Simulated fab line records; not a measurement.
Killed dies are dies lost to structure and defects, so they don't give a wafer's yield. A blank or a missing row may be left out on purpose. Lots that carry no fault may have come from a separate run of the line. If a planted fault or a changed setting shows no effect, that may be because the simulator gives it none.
fab line records + flow rit-cmos
record
- lots=5
- wafers=27
route steps=202 shown ACTIVE@14 M1@192
start-h: hours from the record's first day to the start of the lot's first wafer shown + wait-h: hours elapsed since this lot's preceding step + " repeats the value in the row above + L1.1+2: a row that stands for several wafers + - no value present, or no start provided + * or withheld: withheld + < > ~ a bound
route shown NAME@n: NAME is a module with steps in the file, n the number in the route of the first one + usual: mean/standard deviation taken from wafers without a fault + same: alike in all rows + chamber/n: place in a boat + sites: per-site readings + _std_site: how widely they spread, as a standard deviation + _edge_site: inner sites' mean taken away from outer sites' mean + radius-mm: for every site, how far away it sits from the centre of the wafer + mask NAME#n: copy n + behind: the tool/chamber that last shaped the wafer + hold: why the lot was held/for how many hours/how that ended + device: the n, p or np transistor that did not switch + end of line: the tests these same wafers got at the end of their route + a step without rows: its recipe alone + killed: count of dies lost to structure and defects at first sort (not the wafer's yield) + map: per-die view of a wafer (x killed, . not killed, _ where there is no die)
set.NAME: the setting that was run; set.NAME@STEP: the one run at that earlier step + model.NAME: the simulator's own value behind a step, which no gauge read
lots where settings were altered on purpose, with a table for each step and a row for each wafer
## steps
# step RIT_ACTIVE_ETCH_13
# recipe
- stop-on=SiO2
- chemistry=SF6
- target=Si3N4
- time-s=210
- over-etch-frac=0.4
- SF6_flow_sccm=200
- pressure-mtorr=260
- rf-w=125
- target-depth-a=2100
# usual
- oes-product-au=0.821/0.01
| lot.wafer | tool        | chamber | start-h | wait-h | set.time-s | oes-product-au | model.SiO2_of_ACTIVE_OXIDATION_01.thk-nm | model.NOVOLAK_of_ACTIVE_COAT_06.thk-nm | model.etch.depth-nm |
|-----------|-------------|---------|---------|--------|------------|----------------|------------------------------------------|----------------------------------------|---------------------|
| L074.1    | rie-diel-01 | 2       | 14.71   | 0.1    | 210        | 0.812          | 45.3                                     | 652.9                                  | 148.9               |
| L074.2    | "           | 1       | "       | "      | 275.8      | 0.801          | 23.53                                    | 583.9                                  | 148.6               |
| L074.3    | "           | 3       | "       | "      | 275.8      | 0.817          | 24.29                                    | 586                                    | 150.3               |
| L074.4    | "           | 0       | "       | "      | 275.8      | 0.822          | 22.27                                    | 580.7                                  | 149.7               |
| L074.5    | "           | 2       | "       | "      | 210        | 0.815          | 45.29                                    | 652.5                                  | 148.9               |
| L074.6    | "           | 3       | "       | "      | 210        | 0.816          | 45.56                                    | 657.7                                  | 149                 |
| L077.1    | rie-diel-04 | 3       | 29.71   | 0.1    | 210        | 0.830          | 45.96                                    | 659.9                                  | 149.8               |
| L077.2    | "           | 2       | "       | "      | 144.3      | 0.977          | 46.37                                    | 731.2                                  | 142.7               |
| L077.3    | "           | 1       | "       | "      | 144.3      | 0.994          | 45.66                                    | 728.9                                  | 144.4               |
| L077.4    | "           | 1       | "       | "      | 144.3      | 0.988          | 45.75                                    | 728                                    | 144                 |
| L077.5    | "           | 3       | "       | "      | 210        | 0.821          | 45.92                                    | 661.8                                  | 149.9               |
| L077.6    | "           | 2       | "       | "      | 210        | 0.805          | 45.98                                    | 664.1                                  | 148.2               |
| L078.2    | rie-diel-04 | 3       | 34.83   | 0.1    | 210        | 0.826          | 46.03                                    | 662.2                                  | 150.2               |
| L078.4    | "           | 1       | "       | "      | 210        | 0.814          | 44.74                                    | 655.8                                  | 150.5               |
| L078.5    | "           | 3       | "       | "      | 210        | 0.823          | 45.6                                     | 659.6                                  | 149.3               |
| L080.1    | rie-diel-01 | 3       | 44.83   | 0.1    | 115        | 1.004          | 43.73                                    | 756.7                                  | 115.8               |
| L080.2    | "           | 2       | "       | "      | 210        | 0.820          | 44.6                                     | 651.5                                  | 148.8               |
| L080.3    | "           | 0       | "       | "      | 115        | 1.032          | 43.32                                    | 753.9                                  | 116.7               |
| L080.4    | "           | 1       | "       | "      | 210        | 0.826          | 43.89                                    | 653.7                                  | 148.2               |
| L080.5    | "           | 3       | "       | "      | 115        | 1.012          | 43.54                                    | 752.9                                  | 116.6               |
| L080.6    | "           | 2       | "       | "      | 210        | 0.814          | 42.96                                    | 649.1                                  | 148.8               |
| L081.1    | rie-diel-04 | 1       | 49.71   | 0.1    | 248.8      | 0.805          | 32.76                                    | 615                                    | 149.2               |
| L081.2    | "           | 0       | "       | "      | 248.8      | 0.808          | 34.3                                     | 620.3                                  | 149.6               |
| L081.3    | "           | 3       | "       | "      | 210        | 0.831          | 46.55                                    | 652.7                                  | 149.1               |
| L081.4    | "           | 2       | "       | "      | 210        | 0.808          | 45.79                                    | 657                                    | 149                 |
| L081.5    | "           | 2       | "       | "      | 248.8      | 0.804          | 33.13                                    | 616.1                                  | 149.8               |
| L081.6    | "           | 3       | "       | "      | 210        | 0.830          | 45.95                                    | 654.1                                  | 150.9               |
# step RIT_M1_DEVELOP_08
# recipe
- resist=NOVOLAK
- develop-time-s=68
- dev-temp-c=23
| lot.wafer        | tool           | chamber | start-h | wait-h | set.develop-time-s |
|------------------|----------------|---------|---------|--------|--------------------|
| L074.1+2+3+4+5+6 | litho-track-02 | 0       | -       | -      | 68                 |
| L077.1+3+5       | litho-track-02 | 0       | -       | -      | 51.84              |
| L077.2+4+6       | "              | 0       | "       | "      | 68                 |
| L078.2+4+5       | litho-track-01 | 0       | -       | -      | 68                 |
| L080.1+3+6       | litho-track-01 | 0       | -       | -      | 68                 |
| L080.2+4+5       | "              | 0       | "       | "      | 104.4              |
| L081.1+2+4       | litho-track-03 | 0       | -       | -      | 68                 |
| L081.3+5+6       | "              | 0       | "       | "      | 85.16              |
# step RIT_M1_CD_MEAS_09
# recipe
- target-cd-nm=2600
# usual
- cd-nm=2600/3.1
| lot.wafer | tool      | chamber | start-h | wait-h | set.develop-time-s@M1_DEVELOP_08 | cd-nm |
|-----------|-----------|---------|---------|--------|----------------------------------|-------|
| L074.1    | cd-sem-02 | -       | 54.77   | -      | 68                               | 2598  |
| L074.2    | "         | -       | "       | "      | 68                               | 2597  |
| L074.3    | "         | -       | "       | "      | 68                               | 2598  |
| L074.4    | "         | -       | "       | "      | 68                               | 2598  |
| L074.5    | "         | -       | "       | "      | 68                               | 2597  |
| L074.6    | "         | -       | "       | "      | 68                               | 2597  |
| L077.1    | cd-sem-02 | -       | 71.73   | -      | 51.84                            | 2623  |
| L077.2    | "         | -       | "       | "      | 68                               | 2596  |
| L077.3    | "         | -       | "       | "      | 51.84                            | 2623  |
| L077.4    | "         | -       | "       | "      | 68                               | 2598  |
| L077.5    | "         | -       | "       | "      | 51.84                            | 2624  |
| L077.6    | "         | -       | "       | "      | 68                               | 2597  |
| L078.2    | cd-sem-01 | -       | 74.79   | -      | 68                               | 2597  |
| L078.4    | "         | -       | "       | "      | 68                               | 2595  |
| L078.5    | "         | -       | "       | "      | 68                               | 2595  |
| L080.1    | cd-sem-02 | -       | 83.67   | -      | 68                               | 2598  |
| L080.2    | "         | -       | "       | "      | 104.4                            | 2561  |
| L080.3    | "         | -       | "       | "      | 68                               | 2598  |
| L080.4    | "         | -       | "       | "      | 104.4                            | 2562  |
| L080.5    | "         | -       | "       | "      | 104.4                            | 2562  |
| L080.6    | "         | -       | "       | "      | 68                               | 2599  |
| L081.1    | cd-sem-02 | -       | 90.17   | -      | 68                               | 2606  |
| L081.2    | "         | -       | "       | "      | 68                               | 2605  |
| L081.3    | "         | -       | "       | "      | 85.16                            | 2583  |
| L081.4    | "         | -       | "       | "      | 68                               | 2603  |
| L081.5    | "         | -       | "       | "      | 85.16                            | 2584  |
| L081.6    | "         | -       | "       | "      | 85.16                            | 2585  |
# step RIT_M1_HARDBAKE_11
# recipe
- resist=NOVOLAK
- temp-c=140
- time-s=120
# step RIT_M1_METAL_ETCH_12
# recipe
- stop-on=SiO2
- chemistry=Cl2/BCl3
- target=Al
- time-s=165
- over-etch-frac=0.5
- pressure-mtorr=100
- target-depth-a=6000
- rf-w=250
- Cl2_flow_sccm=60
- bcl3-flow-sccm=50
| lot.wafer  | tool         | chamber | start-h | wait-h | set.develop-time-s@M1_DEVELOP_08 | model.M1.cd-nm |
|------------|--------------|---------|---------|--------|----------------------------------|----------------|
| L074.1+3   | rie-metal-02 | 1,0     | 55.18   | 0.2    | 68                               | 2600           |
| L074.2     | "            | 0       | "       | "      | 68                               | 2597           |
| L074.4+6   | "            | 1       | "       | "      | 68                               | 2599           |
| L074.5     | "            | 0       | "       | "      | 68                               | 2598           |
| L077.1+3+5 | rie-metal-02 | 1,0,1   | 72.19   | 0.2    | 51.84                            | 2625           |
| L077.2     | "            | 0       | "       | "      | 68                               | 2597           |
| L077.4     | "            | 1       | "       | "      | 68                               | 2601           |
| L077.6     | "            | 0       | "       | "      | 68                               | 2600           |
| L078.2+4   | rie-metal-04 | 0,1     | 75.18   | 0.2    | 68                               | 2595           |
| L078.5     | "            | 0       | "       | "      | 68                               | 2592           |
| L080.1     | rie-metal-02 | 1       | 84.07   | 0.2    | 68                               | 2599           |
| L080.2+4   | "            | 0       | "       | "      | 104.4                            | 2562           |
| L080.3     | "            | 1       | "       | "      | 68                               | 2601           |
| L080.5     | "            | 1       | "       | "      | 104.4                            | 2564           |
| L080.6     | "            | 0       | "       | "      | 68                               | 2600           |
| L081.1     | rie-metal-04 | 0       | 90.66   | 0.2    | 68                               | 2605           |
| L081.2+4   | "            | 0       | "       | "      | 68                               | 2603           |
| L081.3     | "            | 0       | "       | "      | 85.16                            | 2580           |
| L081.5+6   | "            | 0       | "       | "      | 85.16                            | 2584           |
# step RIT_M1_STRIP_13
# recipe
- chemistry=nmp
- resist=NOVOLAK
- temp-c=80
- time-s=621.8
- dry=n2-spin
# step RIT_M1_STRIP_14
# recipe
- chemistry=O2
- time-s=180
- platen-temp-c=withheld
- power-w=500
- pressure-mtorr=4000
- o2-flow-sccm=4000
# step RIT_M1_CD_MEAS_90
# recipe
- target-cd-nm=2600
# usual
- cd-nm=2600.7/2.9
| lot.wafer | tool      | chamber | start-h | wait-h | set.develop-time-s@M1_DEVELOP_08 | cd-nm  |
|-----------|-----------|---------|---------|--------|----------------------------------|--------|
| L074.1    | cd-sem-02 | -       | 55.69   | 0.1    | 68                               | 2599.7 |
| L074.2    | "         | -       | "       | "      | 68                               | 2597.1 |
| L074.3    | "         | -       | "       | "      | 68                               | 2599.4 |
| L074.4    | "         | -       | "       | "      | 68                               | 2599.0 |
| L074.5    | "         | -       | "       | "      | 68                               | 2598.4 |
| L074.6    | "         | -       | "       | "      | 68                               | 2598.4 |
| L077.1    | cd-sem-02 | -       | 72.70   | 0.1    | 51.84                            | 2625.3 |
| L077.2    | "         | -       | "       | "      | 68                               | 2597.3 |
| L077.3    | "         | -       | "       | "      | 51.84                            | 2625.2 |
| L077.4    | "         | -       | "       | "      | 68                               | 2600.5 |
| L077.5    | "         | -       | "       | "      | 51.84                            | 2624.7 |
| L077.6    | "         | -       | "       | "      | 68                               | 2599.6 |
| L078.2    | cd-sem-01 | -       | 75.73   | 0.1    | 68                               | 2595.8 |
| L078.4    | "         | -       | "       | "      | 68                               | 2595.2 |
| L078.5    | "         | -       | "       | "      | 68                               | 2592.5 |
| L080.1    | cd-sem-01 | -       | 84.59   | 0.1    | 68                               | 2598.9 |
| L080.2    | "         | -       | "       | "      | 104.4                            | 2561.6 |
| L080.3    | "         | -       | "       | "      | 68                               | 2601.0 |
| L080.4    | "         | -       | "       | "      | 104.4                            | 2562.4 |
| L080.5    | "         | -       | "       | "      | 104.4                            | 2564.3 |
| L080.6    | "         | -       | "       | "      | 68                               | 2599.8 |
| L081.1    | cd-sem-01 | -       | 91.35   | 0.1    | 68                               | 2604.9 |
| L081.2    | "         | -       | "       | "      | 68                               | 2602.8 |
| L081.3    | "         | -       | "       | "      | 85.16                            | 2580.2 |
| L081.4    | "         | -       | "       | "      | 68                               | 2602.8 |
| L081.5    | "         | -       | "       | "      | 85.16                            | 2583.8 |
| L081.6    | "         | -       | "       | "      | 85.16                            | 2584.0 |
# step RIT_M1_ANNEAL_15
# recipe
- temp-c=450
- time-s=1800
- ambient=forming_gas_H2N2
# step RIT_M1_PROBE_99
| lot.wafer | tool      | chamber | start-h | wait-h | set.time-s@ACTIVE_ETCH_13 | set.develop-time-s@M1_DEVELOP_08 | model.etest.pplus-sal.width-nm | model.etest.nplus-sal.width-nm | model.etest.m1.width-nm |
|-----------|-----------|---------|---------|--------|---------------------------|----------------------------------|--------------------------------|--------------------------------|-------------------------|
| L074.1    | prober-02 | -       | 59.03   | 0.1    | 210                       | 68                               | 3473                           | 3447                           | 2595                    |
| L074.2    | prober-02 | -       | 59.08   | 0.1    | 275.8                     | 68                               | 3454                           | 3460                           | 2596                    |
| L074.3    | prober-02 | -       | 59.13   | 0.2    | 275.8                     | 68                               | 3451                           | 3448                           | 2599                    |
| L074.4    | prober-02 | -       | 59.18   | 0.2    | 275.8                     | 68                               | 3425                           | 3436                           | 2599                    |
| L074.5    | prober-02 | -       | 59.23   | 0.2    | 210                       | 68                               | 3472                           | 3472                           | 2594                    |
| L074.6    | prober-02 | -       | 59.28   | 0.2    | 210                       | 68                               | 3446                           | 3453                           | 2599                    |
| L077.1    | prober-01 | -       | 74.44   | 0.1    | 210                       | 51.84                            | 3439                           | 3432                           | 2619                    |
| L077.5    | prober-01 | -       | 74.64   | 0.2    | 210                       | 51.84                            | 3431                           | 3431                           | 2623                    |
| L077.6    | prober-01 | -       | 74.69   | 0.2    | 210                       | 68                               | 3436                           | 3444                           | 2607                    |
| L078.2    | prober-02 | -       | 78.27   | 0.1    | 210                       | 68                               | 3476                           | 3448                           | 2590                    |
| L078.4    | prober-02 | -       | 78.37   | 0.2    | 210                       | 68                               | 3470                           | 3452                           | 2596                    |
| L078.5    | prober-02 | -       | 78.42   | 0.2    | 210                       | 68                               | 3441                           | 3447                           | 2592                    |
| L080.1    | prober-02 | -       | 86.33   | 0.1    | 115                       | 68                               | 3963                           | 3966                           | 2600                    |
| L080.2    | prober-02 | -       | 86.38   | 0.1    | 210                       | 104.4                            | 3448                           | 3438                           | 2554                    |
| L080.3    | prober-02 | -       | 86.43   | 0.2    | 115                       | 68                               | 3863                           | 3858                           | 2599                    |
| L080.4    | prober-02 | -       | 86.48   | 0.2    | 210                       | 104.4                            | 3438                           | 3444                           | 2562                    |
| L080.5    | prober-02 | -       | 86.53   | 0.2    | 115                       | 104.4                            | -                              | -                              | 2563                    |
| L080.6    | prober-02 | -       | 86.58   | 0.2    | 210                       | 68                               | 3432                           | 3441                           | 2588                    |
| L081.1    | prober-01 | -       | 93.64   | 0.1    | 248.8                     | 68                               | 3473                           | 3453                           | 2602                    |
| L081.2    | prober-01 | -       | 93.69   | 0.1    | 248.8                     | 68                               | 3442                           | 3451                           | 2598                    |
| L081.3    | prober-01 | -       | 93.74   | 0.2    | 210                       | 85.16                            | 3454                           | 3465                           | 2582                    |
| L081.4    | prober-01 | -       | 93.79   | 0.2    | 210                       | 68                               | 3456                           | 3470                           | 2608                    |
| L081.5    | prober-01 | -       | 93.84   | 0.2    | 248.8                     | 85.16                            | 3453                           | 3434                           | 2578                    |
| L081.6    | prober-01 | -       | 93.89   | 0.2    | 210                       | 85.16                            | 3479                           | 3456                           | 2587                    |
# killed by level:class
L078.2 GATE:geometric-particle:short=2 FOX1:geometric-particle:short=1 FOX2:geometric-particle:open=1 GATE:geometric-particle:open=1 REOX:geometric-particle:short=1 SILICIDE:geometric-particle:open=1 M1:coat-microbubble-printed=1
L078.4 REOX:geometric-particle:short=2 SPACER:geometric-particle:open=2 GATE:geometric-particle:open=1 GATE:geometric-particle:short=1 SPACER:geometric-particle:short=1 SILICIDE:geometric-particle:short=1 M1:coat-microbubble-printed=1
L078.5 GATE:geometric-particle:open=3 FOX1:geometric-particle:open=1 FOX1:geometric-particle:short=1 FOX2:geometric-particle:open=1 GATE:geometric-particle:short=1 REOX:geometric-particle:short=1 REOX:geometric-particle:open=1 SILICIDE:geometric-particle:short=1
## key
split
- step=RIT_ACTIVE_ETCH_13
- setting=time-s
- stated=210
- by=wafer
response
- step=RIT_ACTIVE_ETCH_13
- reading=oes-product-au
- shape=bent
- at-lowest=1.016
- at-stated=0.819
- at-highest=0.813
response
- step=RIT_ACTIVE_ETCH_13
- reading=model.SiO2_of_ACTIVE_OXIDATION_01.thk-nm
- shape=bent
- at-lowest=43.53
- at-stated=45.34
- at-highest=23.36
response
- step=RIT_ACTIVE_ETCH_13
- reading=model.NOVOLAK_of_ACTIVE_COAT_06.thk-nm
- change=-2.23
- per=1%
- r=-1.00
response
- step=RIT_ACTIVE_ETCH_13
- reading=model.etch.depth-nm
- shape=bent
- at-lowest=116.4
- at-stated=149.3
- at-highest=149.5
response
- step=RIT_M1_PROBE_99
- reading=model.etest.pplus-sal.width-nm
- shape=bent
- at-lowest=3913
- at-stated=3453
- at-highest=3443
response
- step=RIT_M1_PROBE_99
- reading=model.etest.nplus-sal.width-nm
- shape=bent
- at-lowest=3912
- at-stated=3449
- at-highest=3448
split
- step=RIT_M1_DEVELOP_08
- setting=develop-time-s
- stated=68
- by=wafer
response
- step=RIT_M1_CD_MEAS_09
- reading=cd-nm
- change=-0.761
- per=1%
- r=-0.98
response
- step=RIT_M1_METAL_ETCH_12
- reading=model.M1.cd-nm
- change=-0.77
- per=1%
- r=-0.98
response
- step=RIT_M1_CD_MEAS_90
- reading=cd-nm
- change=-0.77
- per=1%
- r=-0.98
response
- step=RIT_M1_PROBE_99
- reading=model.etest.m1.width-nm
- change=-0.686
- per=1%
- r=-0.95
